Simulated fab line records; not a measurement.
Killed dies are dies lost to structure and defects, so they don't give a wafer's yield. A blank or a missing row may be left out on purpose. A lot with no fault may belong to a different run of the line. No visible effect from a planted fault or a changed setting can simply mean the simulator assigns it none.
Check for tools in common | flow berkeleyCmos170 | 16 lots and 48 wafers in the sample

== WHAT PROMPTED THE OPENING ==
4 of 16 lots carry a flag on the reading PLDD_TW at UCB170_PLDD_TW_MEAS_11. Fault-free wafers read 1006, with a standard deviation of 11.
Rule: a lot is flagged in two cases, either no wafer of it has a number, or all its wafers with numbers fall more than 4 standard deviations from that mean. The other lots count as sound.

lot  | measured     | on           | PLDD_TW, wafer by wafer | flag
L925 | day 7 05:53  | filmMetro-03 | 997 995 996             | 
L926 | day 7 22:37  | filmMetro-04 | 1019 1027 1019          | 
L932 | day 8 13:47  | filmMetro-01 | 1007 1005 1010          | 
L930 | day 8 13:57  | filmMetro-04 | 1023 1023 1026          | 
L931 | day 8 14:14  | filmMetro-03 | 996 998 992             | 
L933 | day 8 14:30  | filmMetro-01 | 1008 1008 1003          | 
L935 | day 9 06:00  | filmMetro-03 | 1005 992 998            | 
L934 | day 9 06:07  | filmMetro-04 | 1017 1021 1017          | 
L936 | day 9 13:09  | filmMetro-04 | 1025 1018 1017          | 
L938 | day 10 01:08 | filmMetro-04 | 1017 1029 1016          | 
L937 | day 10 01:24 | filmMetro-04 | 1017 1014 1017          | 
L939 | day 10 11:42 | filmMetro-01 | 1004 1006 1003          | 
L941 | day 10 20:45 | filmMetro-01 | 866 874 874             | FLAGGED
L942 | day 10 20:55 | filmMetro-03 | 864 866 867             | FLAGGED
L944 | day 11 11:06 | filmMetro-03 | 864 867 865             | FLAGGED
L943 | day 11 11:21 | filmMetro-01 | 881 878 868             | FLAGGED
The numbers of the flagged lots are 870 on average: -136 against the usual, or -12 standard deviations.

== LOT BY LOT: THE TOOL USED ==
2 process steps preceding the reading are held in the record, out of 331 steps in the route. Read each cell as the tool, then ch plus the chambers that the sampled wafers visited, then the start.
lot  | flag    | UCB170_NVT_STRIP_08                 | UCB170_PLDD_IMPLANT_08
L925 |         | plasmaAsher-02 ch 0,1, day 6 10:05  | implanter-02 ch 0, day 7 05:29
L926 |         | plasmaAsher-04 ch 0,1, day 7 01:40  | implanter-01 ch 0, day 7 21:59
L932 |         | plasmaAsher-02 ch 0,1, day 7 16:56  | implanter-02 ch 0, day 8 13:24
L930 |         | plasmaAsher-03 ch 0,1, day 7 17:50  | implanter-03 ch 0, day 8 13:33
L931 |         | plasmaAsher-02 ch 1, day 7 17:33    | implanter-02 ch 0, day 8 13:50
L933 |         | plasmaAsher-04 ch 0,1, day 7 17:29  | implanter-03 ch 0, day 8 14:06
L935 |         | plasmaAsher-02 ch 0,1, day 8 02:50  | implanter-01 ch 0, day 9 05:36
L934 |         | plasmaAsher-03 ch 0,1, day 8 03:08  | implanter-02 ch 0, day 9 05:41
L936 |         | plasmaAsher-03 ch 0,1, day 8 17:38  | implanter-03 ch 0, day 9 12:45
L938 |         | plasmaAsher-04 ch 0,1, day 9 00:32  | implanter-02 ch 0, day 10 00:44
L937 |         | plasmaAsher-03 ch 0,1, day 9 00:39  | implanter-03 ch 0, day 10 01:00
L939 |         | plasmaAsher-04 ch 0,1, day 9 14:28  | implanter-02 ch 0, day 10 11:18
L941 | FLAGGED | plasmaAsher-03 ch 0,1, day 10 03:39 | implanter-02 ch 0, day 10 20:23
L942 | FLAGGED | plasmaAsher-02 ch 0,1, day 10 03:52 | implanter-01 ch 0, day 10 20:33
L944 | FLAGGED | plasmaAsher-03 ch 0,1, day 10 12:16 | implanter-02 ch 0, day 11 10:42
L943 | FLAGGED | plasmaAsher-02 ch 0,1, day 10 12:08 | implanter-01 ch 0, day 11 10:58
What is done by these steps:
- UCB170_NVT_STRIP_08: strips in O2.
- UCB170_PLDD_IMPLANT_08
- UCB170_PLDD_TW_MEAS_11

== FLAGGED OVER TOTAL, TOOL BY TOOL (the gauges that took the reading come last) ==
step                   | tool           | lots run | flagged | share of the flagged lots | sound lots run after its first flagged lot
UCB170_NVT_STRIP_08    | plasmaAsher-02 | 6        | 2       | some                      | 0
UCB170_NVT_STRIP_08    | plasmaAsher-03 | 6        | 2       | some                      | 0
UCB170_NVT_STRIP_08    | plasmaAsher-04 | 4        | 0       | none                      | -
UCB170_PLDD_IMPLANT_08 | implanter-01   | 4        | 2       | some                      | 0
UCB170_PLDD_IMPLANT_08 | implanter-02   | 8        | 2       | some                      | 0
UCB170_PLDD_IMPLANT_08 | implanter-03   | 4        | 0       | none                      | -
UCB170_PLDD_TW_MEAS_11 | filmMetro-01   | 5        | 2       | some                      | 0
UCB170_PLDD_TW_MEAS_11 | filmMetro-03   | 5        | 2       | some                      | 0
UCB170_PLDD_TW_MEAS_11 | filmMetro-04   | 6        | 0       | none                      | -

== WHAT IS ALLOWED BY THE TABLE ==
No row of the table ran every flagged lot.

== WHAT HAD BEEN PUT IN BY THE SIMULATOR ==
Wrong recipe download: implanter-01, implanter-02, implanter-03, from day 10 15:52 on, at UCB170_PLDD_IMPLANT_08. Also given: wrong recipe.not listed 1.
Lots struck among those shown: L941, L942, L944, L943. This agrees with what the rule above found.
